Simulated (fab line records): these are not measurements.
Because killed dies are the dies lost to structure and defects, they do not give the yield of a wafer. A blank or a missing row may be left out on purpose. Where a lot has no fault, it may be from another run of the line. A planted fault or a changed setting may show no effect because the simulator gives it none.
fab line records / flow rit_cmos
[record] lots = 15 wafers = 45 last_day = 7
route steps=202 shown FOX1@20
lots that met no fault: from a run of the same line without faults
start_h: start of the lot's first displayed wafer, in hours after the record's first day / wait_h: hours since the lot's step before / " unchanged from the row above / L1.1+2: one row covering several wafers at once / - no value present, or no start provided / * or withheld: withheld / < > ~ a bound
route shown NAME@n: names a module that has steps shown in the file, with the first one's number in the route / usual: average and standard deviation across the fault-free wafers / same: alike in all rows / chamber/n: place in a boat / sites: the reading at each site / _std_site: how widely they spread, as a standard deviation / _edge_site: mean of outer sites minus mean of inner sites / radius_mm: how far each site lies from the wafer's centre / mask NAME#n: copy n / behind: the last tool/chamber to shape the wafer / hold: what put the lot on hold/how long, in hours/how the hold closed / device: transistor that didn't switch, given as n, p or np / end of line: the tests these same wafers got at the end of their route / a step without rows: its recipe alone / killed: dies lost to structure and defects at the first sort, not the wafer's yield / map: shows each die of a wafer: x if killed, . if not, _ if none is there
set.NAME: the setting the step ran with; set.NAME@STEP: the setting that earlier step ran with / model.NAME: the simulator's own value behind a step, which no gauge read
one table for each step of the route and one row for each wafer, over a sample of lots
services: the hour from which a tool's chamber was out of use, counted from the record's first day as start_h (under 0 if before that day), plus the number of hours and why
[[steps]]
[step RIT_FOX1_OXIDATION_00]
[recipe] temp_c = 1100 ambient = H2O target_thk_a = 3507 p_h2o_torr = 720 ox_time_s = 1130
[usual] ox_temp_c = 1100.0/0.42 ox_temp_c_max = 1105.5/1.1 zone_power_load_pct = 42.6/1.7
lot.wafer=L785.2 tool=furnace-01 chamber=0 start_h=16.65 wait_h=1.1 ox_temp_c=1100.4 ox_temp_c_max=1105.9 zone_power_load_pct=44.7
lot.wafer=L785.3 tool=furnace-01 chamber=0 start_h=16.65 wait_h=1.1 ox_temp_c=1098.9 ox_temp_c_max=1104.8 zone_power_load_pct=45.0
lot.wafer=L785.6 tool=furnace-01 chamber=0 start_h=16.65 wait_h=1.1 ox_temp_c=1100.8 ox_temp_c_max=1104.7 zone_power_load_pct=45.0
lot.wafer=L787.2 tool=furnace-02 chamber=0 start_h=25.51 wait_h=0.0 ox_temp_c=1100.2 ox_temp_c_max=1105.9 zone_power_load_pct=42.4
lot.wafer=L787.3 tool=furnace-02 chamber=0 start_h=25.51 wait_h=0.0 ox_temp_c=1100.5 ox_temp_c_max=1106.1 zone_power_load_pct=41.3
lot.wafer=L787.6 tool=furnace-02 chamber=0 start_h=25.51 wait_h=0.0 ox_temp_c=1100.6 ox_temp_c_max=1107.3 zone_power_load_pct=42.2
lot.wafer=L788.1 tool=furnace-03 chamber=0 start_h=31.29 wait_h=0.0 ox_temp_c=1100.3 ox_temp_c_max=1105.2 zone_power_load_pct=41.4
lot.wafer=L788.3 tool=furnace-03 chamber=0 start_h=31.29 wait_h=0.0 ox_temp_c=1099.9 ox_temp_c_max=1106.8 zone_power_load_pct=40.7
lot.wafer=L788.6 tool=furnace-03 chamber=0 start_h=31.29 wait_h=0.0 ox_temp_c=1100.5 ox_temp_c_max=1106.5 zone_power_load_pct=41.2
lot.wafer=L790.1 tool=furnace-03 chamber=0 start_h=40.72 wait_h=0.0 ox_temp_c=1100.5 ox_temp_c_max=1105.8 zone_power_load_pct=40.0
lot.wafer=L790.2 tool=furnace-03 chamber=0 start_h=40.72 wait_h=0.0 ox_temp_c=1100.3 ox_temp_c_max=1104.4 zone_power_load_pct=40.7
lot.wafer=L790.5 tool=furnace-03 chamber=0 start_h=40.72 wait_h=0.0 ox_temp_c=1100.5 ox_temp_c_max=1106.2 zone_power_load_pct=40.8
lot.wafer=L791.3 tool=furnace-03 chamber=0 start_h=45.67 wait_h=0.0 ox_temp_c=1100.4 ox_temp_c_max=1104.3 zone_power_load_pct=40.5
lot.wafer=L791.5 tool=furnace-03 chamber=0 start_h=45.67 wait_h=0.0 ox_temp_c=1100.4 ox_temp_c_max=1106.6 zone_power_load_pct=40.7
lot.wafer=L791.6 tool=furnace-03 chamber=0 start_h=45.67 wait_h=0.0 ox_temp_c=1100.0 ox_temp_c_max=1108.6 zone_power_load_pct=40.1
lot.wafer=L793.1 tool=furnace-01 chamber=0 start_h=56.49 wait_h=0.9 ox_temp_c=1100.6 ox_temp_c_max=1104.7 zone_power_load_pct=44.8
lot.wafer=L793.5 tool=furnace-01 chamber=0 start_h=56.49 wait_h=0.9 ox_temp_c=1100.0 ox_temp_c_max=1103.9 zone_power_load_pct=45.0
lot.wafer=L793.6 tool=furnace-01 chamber=0 start_h=56.49 wait_h=0.9 ox_temp_c=1100.0 ox_temp_c_max=1104.1 zone_power_load_pct=45.5
lot.wafer=L794.2 tool=furnace-03 chamber=0 start_h=62.05 wait_h=0.3 ox_temp_c=1100.2 ox_temp_c_max=1104.3 zone_power_load_pct=41.3
lot.wafer=L794.5 tool=furnace-03 chamber=0 start_h=62.05 wait_h=0.3 ox_temp_c=1099.7 ox_temp_c_max=1104.5 zone_power_load_pct=40.3
lot.wafer=L794.6 tool=furnace-03 chamber=0 start_h=62.05 wait_h=0.3 ox_temp_c=1099.7 ox_temp_c_max=1105.8 zone_power_load_pct=40.8
lot.wafer=L795.3 tool=furnace-02 chamber=- start_h=65.63 wait_h=0.0 ox_temp_c=- ox_temp_c_max=- zone_power_load_pct=-
lot.wafer=L795.4 tool=furnace-02 chamber=- start_h=65.63 wait_h=0.0 ox_temp_c=- ox_temp_c_max=- zone_power_load_pct=-
lot.wafer=L795.6 tool=furnace-02 chamber=- start_h=65.63 wait_h=0.0 ox_temp_c=- ox_temp_c_max=- zone_power_load_pct=-
lot.wafer=L796.1 tool=furnace-03 chamber=- start_h=71.24 wait_h=0.0 ox_temp_c=- ox_temp_c_max=- zone_power_load_pct=-
lot.wafer=L796.4 tool=furnace-03 chamber=- start_h=71.24 wait_h=0.0 ox_temp_c=- ox_temp_c_max=- zone_power_load_pct=-
lot.wafer=L796.6 tool=furnace-03 chamber=- start_h=71.24 wait_h=0.0 ox_temp_c=- ox_temp_c_max=- zone_power_load_pct=-
lot.wafer=L797.1 tool=furnace-01 chamber=- start_h=75.63 wait_h=0.0 ox_temp_c=- ox_temp_c_max=- zone_power_load_pct=-
lot.wafer=L797.2 tool=furnace-01 chamber=- start_h=75.63 wait_h=0.0 ox_temp_c=- ox_temp_c_max=- zone_power_load_pct=-
lot.wafer=L797.4 tool=furnace-01 chamber=- start_h=75.63 wait_h=0.0 ox_temp_c=- ox_temp_c_max=- zone_power_load_pct=-
lot.wafer=L800.2 tool=furnace-02 chamber=0 start_h=90.63 wait_h=0.0 ox_temp_c=1099.9 ox_temp_c_max=1104.9 zone_power_load_pct=42.6
lot.wafer=L800.3 tool=furnace-02 chamber=0 start_h=90.63 wait_h=0.0 ox_temp_c=1099.5 ox_temp_c_max=1106.2 zone_power_load_pct=41.7
lot.wafer=L800.5 tool=furnace-02 chamber=0 start_h=90.63 wait_h=0.0 ox_temp_c=1099.5 ox_temp_c_max=1105.6 zone_power_load_pct=42.6
lot.wafer=L805.4 tool=furnace-01 chamber=0 start_h=115.68 wait_h=0.1 ox_temp_c=1099.6 ox_temp_c_max=1104.9 zone_power_load_pct=45.0
lot.wafer=L805.5 tool=furnace-01 chamber=0 start_h=115.68 wait_h=0.1 ox_temp_c=1100.3 ox_temp_c_max=1105.0 zone_power_load_pct=45.0
lot.wafer=L805.6 tool=furnace-01 chamber=0 start_h=115.68 wait_h=0.1 ox_temp_c=1100.3 ox_temp_c_max=1104.6 zone_power_load_pct=45.2
lot.wafer=L806.1 tool=furnace-01 chamber=0 start_h=122.11 wait_h=1.6 ox_temp_c=1100.2 ox_temp_c_max=1104.5 zone_power_load_pct=45.2
lot.wafer=L806.2 tool=furnace-01 chamber=0 start_h=122.11 wait_h=1.6 ox_temp_c=1100.2 ox_temp_c_max=1104.3 zone_power_load_pct=44.6
lot.wafer=L806.5 tool=furnace-01 chamber=0 start_h=122.11 wait_h=1.6 ox_temp_c=1100.0 ox_temp_c_max=1106.1 zone_power_load_pct=44.4
lot.wafer=L807.2 tool=furnace-02 chamber=0 start_h=126.41 wait_h=0.8 ox_temp_c=1100.0 ox_temp_c_max=1105.1 zone_power_load_pct=42.0
lot.wafer=L807.4 tool=furnace-02 chamber=0 start_h=126.41 wait_h=0.8 ox_temp_c=1099.6 ox_temp_c_max=1104.8 zone_power_load_pct=42.1
lot.wafer=L807.5 tool=furnace-02 chamber=0 start_h=126.41 wait_h=0.8 ox_temp_c=1100.2 ox_temp_c_max=1106.0 zone_power_load_pct=41.7
lot.wafer=L808.1 tool=furnace-02 chamber=0 start_h=133.78 wait_h=0.0 ox_temp_c=1099.9 ox_temp_c_max=1106.0 zone_power_load_pct=42.1
lot.wafer=L808.2 tool=furnace-02 chamber=0 start_h=133.78 wait_h=0.0 ox_temp_c=1099.3 ox_temp_c_max=1105.0 zone_power_load_pct=43.0
lot.wafer=L808.6 tool=furnace-02 chamber=0 start_h=133.78 wait_h=0.0 ox_temp_c=1099.8 ox_temp_c_max=1106.1 zone_power_load_pct=42.5
[[services]]
tool=furnace-03 chamber=- start_h=4.21 hours=7.0 kind=pm
tool=furnace-02 chamber=- start_h=13.54 hours=3.9 kind=pm
tool=furnace-01 chamber=- start_h=52.12 hours=4.1 kind=pm
tool=furnace-03 chamber=- start_h=87.68 hours=3.7 kind=pm
tool=furnace-02 chamber=- start_h=118.48 hours=7.9 kind=pm
tool=furnace-01 chamber=- start_h=128.54 hours=3.0 kind=pm
[[key]]
[first_sign] step = RIT_FOX1_OXIDATION_00 reading = tool_record direction = missing
effect none on later readings
met_at RIT_FOX1_OXIDATION_00
struck_lots L795,L796,L797
later_rows_left_out L795.3,L795.4,L795.6,L796.1,L796.4,L796.6,L797.1,L797.2,L797.4
sort_left_out L795.3,L795.4,L795.6,L796.1,L796.4,L796.6,L797.1,L797.2,L797.4
tester_left_out L795,L796,L797
onset_between 62.05 65.63
[fault] kind = skipped_step_whole tool = furnace-01,furnace-02,furnace-03 chamber = - onset_h = 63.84 steps = RIT_FOX1_OXIDATION_00 scope = struck_lots_only
// tester_left_out: of these lots the tester's yield and bins aren't shown, on N5 and GAA mostly nor the transistor test; their killed dies are dies lost to structure and defects alone, not to doping, threshold or leakage, so they don't give the yield
// sort_left_out: the simulated sort isn't trusted on such a fault, so these wafers' sort isn't shown, and their yield isn't known
// later_rows_left_out: the simulator's readings of these wafers behind a module that went badly wrong aren't trusted and aren't shown, but for the sort
